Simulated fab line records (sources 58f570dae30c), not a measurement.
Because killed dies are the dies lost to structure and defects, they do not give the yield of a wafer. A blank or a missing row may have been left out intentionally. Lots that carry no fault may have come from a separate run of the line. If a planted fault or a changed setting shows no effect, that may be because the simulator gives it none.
fab line records	flow berkeleyCmos170	part 1 of 2: steps 1 to 27 of 37
record: lots: 5	wafers: 15	lastDay: 13
route steps=331 shown PSD@178 NSD@187 BACKSIDE@199 SDANNEAL@204 PLDD@208 NLDD@209 SILICIDE@210
lots with no fault: from the same line, run without faults
startH: hours from the record's opening day to when the first of the lot's shown wafers began	waitH: hours elapsed since this lot's preceding step	" the same as in the row above	L1.1+2: one row covering several wafers at once	- no value, or no start given	* or withheld: withheld	< > ~ a bound
route shown NAME@n: a module of which the file shows steps, and the number in the route of the first	usual: mean/standard deviation of fault-free wafers	same: alike in all rows	chamber/n: place in a boat	sites: readings site by site	_std_site: standard deviation of those values	_edge_site: mean of outer sites minus mean of inner sites	radiusMm: how far each site lies from the wafer's centre	mask NAME#n: copy n	behind: tool/chamber where the wafer was last shaped	hold: the reason the lot was held/the length of the hold in hours/how it ended	device: which transistor (n, p or np) failed to switch	end of line: the same wafers' tests at the end of the route	step lacking rows: just its recipe	killed: at the first sort, the dies lost to defects and structure; wafer yield is something else	map: dies across one wafer; x = killed, . = not, _ = none there
set.NAME: the setting that was run; set.NAME@STEP: the one run at that earlier step	model.NAME: the simulator's own value behind a step, which no gauge read
lots at some steps of the route; a table a step, a row a wafer
services: when a tool's chamber went out of use (startH, in hours from the record's first day, below 0 if earlier), for how many hours, and the reason
== steps ==
step: UCB170_PSD_EXPOSE_03
recipe: maskId: PSELECT_MOD	na: 0.5	sigmaOuter: 0.6	sourceShape: conventional	targetCdNm: 1200	doseMj: 30
usual: focusOffsetNm: 0.0/0.52
lot.wafer	tool	chamber	startH	waitH	mask	focusOffsetNm
L082.1	krfScanner-01	0	218.17	0.2	PSELECT_MOD#0	-0.2
L082.4	"	0	"	"	PSELECT_MOD#0	-0.6
L082.5	"	0	"	"	PSELECT_MOD#0	-0.5
L086.3	krfScanner-02	0	222.39	0.2	PSELECT_MOD#0	-0.2
L086.4	"	0	"	"	PSELECT_MOD#0	0.3
L086.5	"	0	"	"	PSELECT_MOD#0	0.8
L090.1	krfScanner-01	0	252.93	0.4	PSELECT_MOD#0	0.1
L090.5	"	0	"	"	PSELECT_MOD#0	-0.3
L090.6	"	0	"	"	PSELECT_MOD#0	-0.6
L095.1	krfScanner-02	0	273.75	0.3	PSELECT_MOD#0	0.0
L095.3	"	0	"	"	PSELECT_MOD#0	-0.2
L095.4	"	0	"	"	PSELECT_MOD#0	-0.2
L096.1	krfScanner-01	0	286.71	0.3	PSELECT_MOD#0	0.5
L096.2	"	0	"	"	PSELECT_MOD#0	0.2
L096.4	"	0	"	"	PSELECT_MOD#0	0.4
step: UCB170_PSD_PEB_04
recipe: pebTempC: 130	pebTimeS: withheld	resist: KrF
usual: plateTempC: 129.99/0.15
lot.wafer	tool	chamber	startH	waitH	plateTempC
L082.1	lithoTrack-01	0	218.29	0.1	129.90
L082.4	"	0	"	"	129.93
L082.5	"	0	"	"	129.84
L086.3	lithoTrack-02	0	222.52	0.1	129.83
L086.4	"	0	"	"	130.00
L086.5	"	0	"	"	129.63
L090.1	lithoTrack-03	0	253.04	0.1	130.03
L090.5	"	0	"	"	129.90
L090.6	"	0	"	"	129.93
L095.1	lithoTrack-02	0	273.88	0.1	129.90
L095.3	"	0	"	"	129.89
L095.4	"	0	"	"	130.27
L096.1	lithoTrack-03	0	287.50	0.8	129.97
L096.2	"	0	"	"	130.01
L096.4	"	0	"	"	130.05
step: UCB170_PSD_DEVELOP_05
recipe: developer: TMAH	developTimeS: 45	resist: KrF	devTempC: 21
lot.wafer	tool	chamber	startH	waitH
L082.1+4+5	lithoTrack-01	0	-	-
L086.3+4+5	lithoTrack-02	0	-	-
L090.1+5+6	lithoTrack-03	0	-	-
L095.1+3+4	lithoTrack-02	0	-	-
L096.1+2+4	lithoTrack-03	0	-	-
step: UCB170_PSD_CD_MEAS_06
recipe: targetCdNm: 1200
usual: cdNm: 1199.6/1.4
lot.wafer	tool	chamber	startH	waitH	cdNm
L082.1	cdSem-02	-	218.56	-	1198.7
L082.4	"	-	"	"	1199.9
L082.5	"	-	"	"	1199.6
L086.3	cdSem-02	-	222.78	-	1198.7
L086.4	"	-	"	"	1200.3
L086.5	"	-	"	"	1200.2
L090.1	cdSem-02	-	253.32	-	1199.8
L090.5	"	-	"	"	1200.2
L090.6	"	-	"	"	1200.2
L095.1	cdSem-02	-	274.24	-	1194.8
L095.3	"	-	"	"	1196.0
L095.4	"	-	"	"	1195.5
L096.1	cdSem-02	-	287.78	-	1200.1
L096.2	"	-	"	"	1201.8
L096.4	"	-	"	"	1200.7
step: UCB170_PSD_OVL_MEAS_07
usual: PSD_OVL: 4/4.9
lot.wafer	tool	chamber	startH	waitH	PSD_OVL[nm]
L082.1	overlay-02	-	218.68	0.1	-1
L082.4	"	-	"	"	-2
L082.5	"	-	"	"	-2
L086.3	overlay-01	-	222.88	0.1	5
L086.4	"	-	"	"	13
L086.5	"	-	"	"	-3
L090.1	overlay-01	-	253.44	0.1	1
L090.5	"	-	"	"	6
L090.6	"	-	"	"	5
L095.1	overlay-01	-	274.36	0.1	-6
L095.3	"	-	"	"	-2
L095.4	"	-	"	"	1
L096.1	overlay-01	-	287.90	0.1	6
L096.2	"	-	"	"	-1
L096.4	"	-	"	"	6
step: UCB170_PSD_IMPLANT_08
recipe: species: B	doseCm2: 3e+15	energyKev: 19.7	tiltDeg: 7
lot.wafer	tool	chamber	startH	waitH
L082.1+4+5	implanter-02	0	218.72	0.0
L086.3+4+5	implanter-01	0	222.95	0.1
L090.1+5+6	implanter-01	0	253.47	0.0
L095.1+3+4	implanter-02	0	274.39	0.0
L096.1+2+4	implanter-01	0	287.93	0.0
step: UCB170_PSD_STRIP_09
recipe: chemistry: O2	powerW: 400	pressureMtorr: 3500	platenTempC: withheld	o2FlowSccm: 400	overashFraction: 0.5
usual: drypumpMotorCurrentA: 5.6/0.52	oesProductAu: 0.602/0.0049	stripTimeToEndpointS: 29.29/0.084
lot.wafer	tool	chamber	startH	waitH	drypumpMotorCurrentA	oesProductAu	rfHoursCounterH	stripTimeToEndpointS
L082.1	plasmaAsher-01	1	218.87	0.1	5.3	0.586	12	29.41
L082.4	"	0	"	"	5.7	0.598	-	29.37
L082.5	"	0	"	"	5.7	0.604	-	29.38
L086.3	plasmaAsher-04	1	223.08	0.1	5.4	0.601	-	29.16
L086.4	"	0	"	"	4.9	0.603	-	29.22
L086.5	"	1	"	"	5.4	0.602	-	29.24
L090.1	plasmaAsher-02	1	253.62	0.1	6.6	0.591	45	29.32
L090.5	"	1	"	"	6.6	0.598	-	29.22
L090.6	"	0	"	"	6.1	0.609	-	29.26
L095.1	plasmaAsher-01	0	274.54	0.1	5.7	0.600	18	29.36
L095.3	"	1	"	"	5.3	0.604	-	29.39
L095.4	"	0	"	"	5.7	0.594	-	29.32
L096.1	plasmaAsher-01	1	288.08	0.1	5.3	0.605	19	29.33
L096.2	"	0	"	"	5.7	0.601	19	29.28
L096.4	"	0	"	"	5.7	0.602	-	29.35
step: UCB170_PSD_TW_MEAS_10
usual: PSD_TW: 2321/36
lot.wafer	tool	chamber	startH	waitH	PSD_TW
L082.1	filmMetro-02	-	218.97	0.1	2265
L082.4	"	-	"	"	2274
L082.5	"	-	"	"	2278
L086.3	filmMetro-04	-	223.17	0.1	2346
L086.4	"	-	"	"	2349
L086.5	"	-	"	"	2351
L090.1	filmMetro-03	-	253.72	0.1	2296
L090.5	"	-	"	"	2307
L090.6	"	-	"	"	2304
L095.1	filmMetro-04	-	274.64	0.1	2366
L095.3	"	-	"	"	2359
L095.4	"	-	"	"	2371
L096.1	filmMetro-04	-	288.18	0.1	2359
L096.2	"	-	"	"	2352
L096.4	"	-	"	"	2356
step: UCB170_PSD_CLEAN_11
recipe: chemistry: SPM	tempC: 120	timeS: 600
usual: bathHeatDutyPct: 14.4/1.8
lot.wafer	tool	chamber	startH	waitH	bathHeatDutyPct
L082.1	wetBench-04	3	219.20	0.2	10.1
L082.4	"	3	"	"	11.7
L082.5	"	3	"	"	12.5
L086.3	wetBench-03	3	223.62	0.4	15.0
L086.4	"	3	"	"	13.5
L086.5	"	3	"	"	13.6
L090.1	wetBench-03	2	253.78	0.1	14.8
L090.5	"	2	"	"	14.8
L090.6	"	2	"	"	14.1
L095.1	wetBench-02	0	274.70	0.1	14.4
L095.3	"	0	"	"	15.8
L095.4	"	0	"	"	15.3
L096.1	wetBench-03	1	289.30	1.1	12.0
L096.2	"	1	"	"	12.8
L096.4	"	1	"	"	12.8
step: UCB170_NSD_HMDS_00
recipe: primeTimeS: 60	primeTempC: 100
lot.wafer	tool	chamber	startH	waitH
L082.1+4+5	lithoTrack-03	0	219.71	0.3
L086.3+4+5	lithoTrack-04	0	223.86	0.1
L090.1+5+6	lithoTrack-03	0	254.04	0.1
L095.1+3+4	lithoTrack-03	0	275.32	0.4
L096.1+2+4	lithoTrack-03	0	289.56	0.1
step: UCB170_NSD_COAT_01
recipe: resist: KrF	spinRpm: 1500	resistThkNm: 900
usual: dispensePressureKPa: 48.5/1.7
lot.wafer	tool	chamber	startH	waitH	dispensePressureKPa
L082.1	lithoTrack-03	0	219.86	0.1	46.7
L082.4	"	0	"	"	46.7
L082.5	"	0	"	"	46.7
L086.3	lithoTrack-04	0	224.01	0.1	47.8
L086.4	"	0	"	"	47.8
L086.5	"	0	"	"	47.9
L090.1	lithoTrack-03	0	254.19	0.1	46.7
L090.5	"	0	"	"	46.7
L090.6	"	0	"	"	46.7
L095.1	lithoTrack-03	0	275.47	0.1	46.7
L095.3	"	0	"	"	46.7
L095.4	"	0	"	"	46.8
L096.1	lithoTrack-03	0	289.71	0.1	46.7
L096.2	"	0	"	"	46.8
L096.4	"	0	"	"	46.7
step: UCB170_NSD_SOFTBAKE_02
recipe: resist: KrF	tempC: 130	timeS: 60
usual: plateTempC: 130.00/0.15
lot.wafer	tool	chamber	startH	waitH	plateTempC
L082.1	lithoTrack-03	0	220.01	0.1	129.92
L082.4	"	0	"	"	129.89
L082.5	"	0	"	"	129.97
L086.3	lithoTrack-04	0	224.16	0.1	129.82
L086.4	"	0	"	"	129.82
L086.5	"	0	"	"	129.88
L090.1	lithoTrack-03	0	254.34	0.1	129.88
L090.5	"	0	"	"	129.83
L090.6	"	0	"	"	129.80
L095.1	lithoTrack-03	0	275.62	0.1	130.16
L095.3	"	0	"	"	130.15
L095.4	"	0	"	"	129.91
L096.1	lithoTrack-03	0	289.86	0.1	130.11
L096.2	"	0	"	"	130.02
L096.4	"	0	"	"	130.04
step: UCB170_NSD_EXPOSE_03
recipe: maskId: NSELECT_MOD	na: 0.5	sigmaOuter: 0.6	sourceShape: conventional	targetCdNm: 1200	doseMj: 30
usual: focusOffsetNm: 0.0/0.54
lot.wafer	tool	chamber	startH	waitH	mask	focusOffsetNm
L082.1	krfScanner-02	0	220.29	0.2	NSELECT_MOD#0	-0.1
L082.4	"	0	"	"	NSELECT_MOD#0	-0.3
L082.5	"	0	"	"	NSELECT_MOD#0	-0.4
L086.3	krfScanner-02	0	224.34	0.2	NSELECT_MOD#0	0.3
L086.4	"	0	"	"	NSELECT_MOD#0	0.8
L086.5	"	0	"	"	NSELECT_MOD#0	1.0
L090.1	krfScanner-01	0	254.49	0.1	NSELECT_MOD#0	-0.9
L090.5	"	0	"	"	NSELECT_MOD#0	-1.4
L090.6	"	0	"	"	NSELECT_MOD#0	-0.2
L095.1	krfScanner-02	0	275.89	0.2	NSELECT_MOD#0	-0.2
L095.3	"	0	"	"	NSELECT_MOD#0	-0.1
L095.4	"	0	"	"	NSELECT_MOD#0	-0.3
L096.1	krfScanner-02	0	290.01	0.1	NSELECT_MOD#0	0.7
L096.2	"	0	"	"	NSELECT_MOD#0	0.3
L096.4	"	0	"	"	NSELECT_MOD#0	0.5
step: UCB170_NSD_PEB_04
recipe: pebTempC: 130	pebTimeS: withheld	resist: KrF
usual: plateTempC: 130.02/0.16
lot.wafer	tool	chamber	startH	waitH	plateTempC
L082.1	lithoTrack-03	0	220.71	0.4	129.87
L082.4	"	0	"	"	130.09
L082.5	"	0	"	"	129.87
L086.3	lithoTrack-04	0	224.59	0.2	129.93
L086.4	"	0	"	"	130.04
L086.5	"	0	"	"	130.05
L090.1	lithoTrack-04	0	254.62	0.1	130.12
L090.5	"	0	"	"	130.09
L090.6	"	0	"	"	129.99
L095.1	lithoTrack-03	0	276.32	0.4	129.97
L095.3	"	0	"	"	129.96
L095.4	"	0	"	"	130.04
L096.1	lithoTrack-04	0	290.70	0.7	129.98
L096.2	"	0	"	"	129.77
L096.4	"	0	"	"	130.21
step: UCB170_NSD_DEVELOP_05
recipe: developer: TMAH	developTimeS: 45	resist: KrF	devTempC: 21
lot.wafer	tool	chamber	startH	waitH
L082.1+4+5	lithoTrack-03	0	-	-
L086.3+4+5	lithoTrack-04	0	-	-
L090.1+5+6	lithoTrack-04	0	-	-
L095.1+3+4	lithoTrack-03	0	-	-
L096.1+2+4	lithoTrack-04	0	-	-
step: UCB170_NSD_CD_MEAS_06
recipe: targetCdNm: 1200
usual: cdNm: 1199.7/1.4
lot.wafer	tool	chamber	startH	waitH	cdNm
L082.1	cdSem-02	-	220.98	-	1200.6
L082.4	"	-	"	"	1199.4
L082.5	"	-	"	"	1197.7
L086.3	cdSem-01	-	224.85	-	1198.3
L086.4	"	-	"	"	1198.0
L086.5	"	-	"	"	1199.3
L090.1	cdSem-01	-	254.89	-	1202.0
L090.5	"	-	"	"	1202.0
L090.6	"	-	"	"	1201.9
L095.1	cdSem-02	-	276.59	-	1200.5
L095.3	"	-	"	"	1200.6
L095.4	"	-	"	"	1199.5
L096.1	cdSem-02	-	290.97	-	1198.4
L096.2	"	-	"	"	1198.3
L096.4	"	-	"	"	1200.1
step: UCB170_NSD_OVL_MEAS_07
usual: NSD_OVL: 1/5.2
lot.wafer	tool	chamber	startH	waitH	NSD_OVL[nm]
L082.1	overlay-01	-	221.10	0.1	-7
L082.4	"	-	"	"	-3
L082.5	"	-	"	"	-10
L086.3	overlay-02	-	224.95	0.1	2
L086.4	"	-	"	"	2
L086.5	"	-	"	"	4
L090.1	overlay-01	-	255.01	0.1	4
L090.5	"	-	"	"	-2
L090.6	"	-	"	"	1
L095.1	overlay-01	-	276.71	0.1	3
L095.3	"	-	"	"	5
L095.4	"	-	"	"	-3
L096.1	overlay-01	-	291.09	0.1	7
L096.2	"	-	"	"	-3
L096.4	"	-	"	"	-5
step: UCB170_NSD_IMPLANT_08
recipe: species: P	doseCm2: 3.058e+15	energyKev: 40	tiltDeg: 7
lot.wafer	tool	chamber	startH	waitH
L082.1+4+5	implanter-02	0	221.14	0.0
L086.3+4+5	implanter-02	0	225.02	0.1
L090.1+5+6	implanter-02	0	255.05	0.0
L095.1+3+4	implanter-02	0	276.75	0.0
L096.1+2+4	implanter-03	0	291.13	0.0
step: UCB170_NSD_STRIP_09
recipe: chemistry: O2	powerW: 400	pressureMtorr: 3500	platenTempC: withheld	o2FlowSccm: 400	overashFraction: 0.5
usual: drypumpMotorCurrentA: 5.3/0.46	oesProductAu: 0.532/0.0048	stripTimeToEndpointS: 36.04/0.077
lot.wafer	tool	chamber	startH	waitH	drypumpMotorCurrentA	oesProductAu	rfHoursCounterH	stripTimeToEndpointS
L082.1	plasmaAsher-04	0	221.29	0.1	4.9	0.528	47	36.09
L082.4	"	1	"	"	5.4	0.529	-	36.00
L082.5	"	1	"	"	5.4	0.526	-	36.06
L086.3	plasmaAsher-03	0	225.15	0.1	6.0	0.529	-	35.96
L086.4	"	1	"	"	4.6	0.527	-	35.97
L086.5	"	1	"	"	4.7	0.532	-	36.02
L090.1	plasmaAsher-04	0	255.20	0.1	4.9	0.529	51	35.99
L090.5	"	1	"	"	5.4	0.534	-	35.99
L090.6	"	0	"	"	4.9	0.533	-	35.99
L095.1	plasmaAsher-04	0	276.90	0.1	4.9	0.531	53	36.00
L095.3	"	0	"	"	4.9	0.540	-	36.05
L095.4	"	1	"	"	5.4	0.528	-	36.08
L096.1	plasmaAsher-04	1	291.28	0.1	5.4	0.527	55	35.94
L096.2	"	0	"	"	4.9	0.533	55	35.98
L096.4	"	0	"	"	4.9	0.535	-	36.03
step: UCB170_NSD_TW_MEAS_10
usual: NSD_TW: 4200/59
lot.wafer	tool	chamber	startH	waitH	NSD_TW
L082.1	filmMetro-03	-	221.39	0.1	4161
L082.4	"	-	"	"	4157
L082.5	"	-	"	"	4171
L086.3	filmMetro-04	-	225.24	0.1	4254
L086.4	"	-	"	"	4256
L086.5	"	-	"	"	4263
L090.1	filmMetro-03	-	255.30	0.1	4173
L090.5	"	-	"	"	4167
L090.6	"	-	"	"	4144
L095.1	filmMetro-04	-	277.00	0.1	4267
L095.3	"	-	"	"	4283
L095.4	"	-	"	"	4292
L096.1	filmMetro-02	-	291.38	0.1	4187
L096.2	"	-	"	"	4204
L096.4	"	-	"	"	4174
step: UCB170_NSD_CLEAN_11
recipe: chemistry: SPM	tempC: 120	timeS: 600
usual: bathHeatDutyPct: 13.7/1.4
lot.wafer	tool	chamber	startH	waitH	bathHeatDutyPct
L082.1	wetBench-01	0	221.45	0.1	12.7
L082.4	"	0	"	"	12.2
L082.5	"	0	"	"	14.8
L086.3	wetBench-02	3	225.28	0.0	16.5
L086.4	"	3	"	"	16.9
L086.5	"	3	"	"	17.4
L090.1	wetBench-01	0	255.36	0.1	14.2
L090.5	"	0	"	"	13.3
L090.6	"	0	"	"	12.5
L095.1	wetBench-01	0	277.11	0.1	13.4
L095.3	"	0	"	"	13.6
L095.4	"	0	"	"	14.0
L096.1	wetBench-01	3	291.44	0.1	12.5
L096.2	"	3	"	"	14.6
L096.4	"	3	"	"	13.5
step: UCB170_BACKSIDE_HMDS_00
recipe: primeTimeS: 60	primeTempC: 100
lot.wafer	tool	chamber	startH	waitH
L082.1+4+5	lithoTrack-01	0	221.66	0.0
L086.3+4+5	lithoTrack-02	0	225.54	0.1
L090.1+5+6	lithoTrack-02	0	255.59	0.1
L095.1+3+4	lithoTrack-01	0	277.28	0.0
L096.1+2+4	lithoTrack-02	0	291.64	0.0
step: UCB170_BACKSIDE_COAT_01
recipe: resist: KrF	spinRpm: 1500	resistThkNm: 900
usual: dispensePressureKPa: 49.8/1.2
lot.wafer	tool	chamber	startH	waitH	dispensePressureKPa
L082.1	lithoTrack-01	0	221.81	0.1	50.6
L082.4	"	0	"	"	50.6
L082.5	"	0	"	"	50.6
L086.3	lithoTrack-02	0	225.69	0.1	50.4
L086.4	"	0	"	"	50.4
L086.5	"	0	"	"	50.4
L090.1	lithoTrack-02	0	255.74	0.1	50.4
L090.5	"	0	"	"	50.4
L090.6	"	0	"	"	50.4
L095.1	lithoTrack-01	0	277.43	0.1	50.7
L095.3	"	0	"	"	50.7
L095.4	"	0	"	"	50.6
L096.1	lithoTrack-02	0	291.79	0.1	50.4
L096.2	"	0	"	"	50.4
L096.4	"	0	"	"	50.4
step: UCB170_BACKSIDE_SOFTBAKE_02
recipe: resist: KrF	tempC: 130	timeS: 60
usual: plateTempC: 130.01/0.12
lot.wafer	tool	chamber	startH	waitH	plateTempC
L082.1	lithoTrack-01	0	221.96	0.1	129.94
L082.4	"	0	"	"	129.85
L082.5	"	0	"	"	129.89
L086.3	lithoTrack-02	0	225.84	0.1	130.02
L086.4	"	0	"	"	129.78
L086.5	"	0	"	"	129.87
L090.1	lithoTrack-02	0	255.89	0.1	129.99
L090.5	"	0	"	"	129.79
L090.6	"	0	"	"	130.04
L095.1	lithoTrack-01	0	277.58	0.1	129.95
L095.3	"	0	"	"	129.94
L095.4	"	0	"	"	129.82
L096.1	lithoTrack-02	0	291.94	0.1	129.99
L096.2	"	0	"	"	130.15
L096.4	"	0	"	"	129.89
step: UCB170_BACKSIDE_STRIP_03
recipe: chemistry: O2	powerW: 400	pressureMtorr: 3500	platenTempC: withheld	o2FlowSccm: 400	overashFraction: 0.5
usual: drypumpMotorCurrentA: 5.8/0.63	oesProductAu: 0.734/0.0044	stripTimeToEndpointS: 22.01/0.05
lot.wafer	tool	chamber	startH	waitH	drypumpMotorCurrentA	oesProductAu	rfHoursCounterH	stripTimeToEndpointS
L082.1	plasmaAsher-02	0	222.11	0.1	6.2	0.728	42	22.06
L082.4	"	1	"	"	6.6	0.741	-	22.02
L082.5	"	1	"	"	6.6	0.736	-	22.00
L086.3	plasmaAsher-03	1	225.97	0.1	4.7	0.730	-	22.06
L086.4	"	0	"	"	6.0	0.738	-	21.98
L086.5	"	1	"	"	4.7	0.739	-	22.01
L090.1	plasmaAsher-01	0	256.04	0.1	5.7	0.739	16	22.03
L090.5	"	0	"	"	5.7	0.737	-	22.04
L090.6	"	1	"	"	5.3	0.740	-	21.99
L095.1	plasmaAsher-03	1	277.73	0.1	4.7	0.737	56	21.97
L095.3	"	1	"	"	4.7	0.731	-	21.99
L095.4	"	0	"	"	6.0	0.729	-	22.00
L096.1	plasmaAsher-03	1	292.09	0.1	4.7	0.730	57	21.99
L096.2	"	0	"	"	6.0	0.737	57	22.00
L096.4	"	1	"	"	4.7	0.737	-	22.00
step: UCB170_BACKSIDE_CLEAN_04
recipe: chemistry: SPM	tempC: 120	timeS: 600
usual: bathHeatDutyPct: 13.9/1.4
lot.wafer	tool	chamber	startH	waitH	bathHeatDutyPct
L082.1	wetBench-01	3	222.21	0.1	13.2
L082.4	"	3	"	"	13.7
L082.5	"	3	"	"	12.5
L086.3	wetBench-02	2	226.04	0.0	15.8
L086.4	"	2	"	"	16.8
L086.5	"	2	"	"	17.1
L090.1	wetBench-02	1	256.14	0.1	13.2
L090.5	"	1	"	"	14.2
L090.6	"	1	"	"	12.4
L095.1	wetBench-01	0	277.98	0.2	13.1
L095.3	"	0	"	"	13.4
L095.4	"	0	"	"	14.0
L096.1	wetBench-04	3	292.19	0.1	13.0
L096.2	"	3	"	"	11.4
L096.4	"	3	"	"	11.1
step: UCB170_SDANNEAL_RTA_00
recipe: tempC: 900	timeS: 10	ambient: N2
usual: lampPowerPct: 26.7/1.6	wafer_temp_C_max: 904.1/0.85
lot.wafer	tool	chamber	startH	waitH	lampPowerPct	wafer_temp_C_max
L082.1	rtpAnneal-01	0	222.42	0.0	25.4	903.0
L082.4	"	0	"	"	25.3	903.8
L082.5	"	0	"	"	25.4	904.0
L086.3	rtpAnneal-01	0	226.27	0.0	25.3	905.0
L086.4	"	0	"	"	25.3	904.7
L086.5	"	0	"	"	25.3	903.9
L090.1	rtpAnneal-01	0	256.31	0.0	25.4	903.3
L090.5	"	0	"	"	25.3	904.1
L090.6	"	0	"	"	25.4	903.8
L095.1	rtpAnneal-02	0	278.16	0.0	28.6	902.8
L095.3	"	0	"	"	28.6	905.2
L095.4	"	0	"	"	28.6	903.9
L096.1	rtpAnneal-01	0	292.36	0.0	25.3	903.3
L096.2	"	0	"	"	25.3	904.0
L096.4	"	0	"	"	25.3	904.2
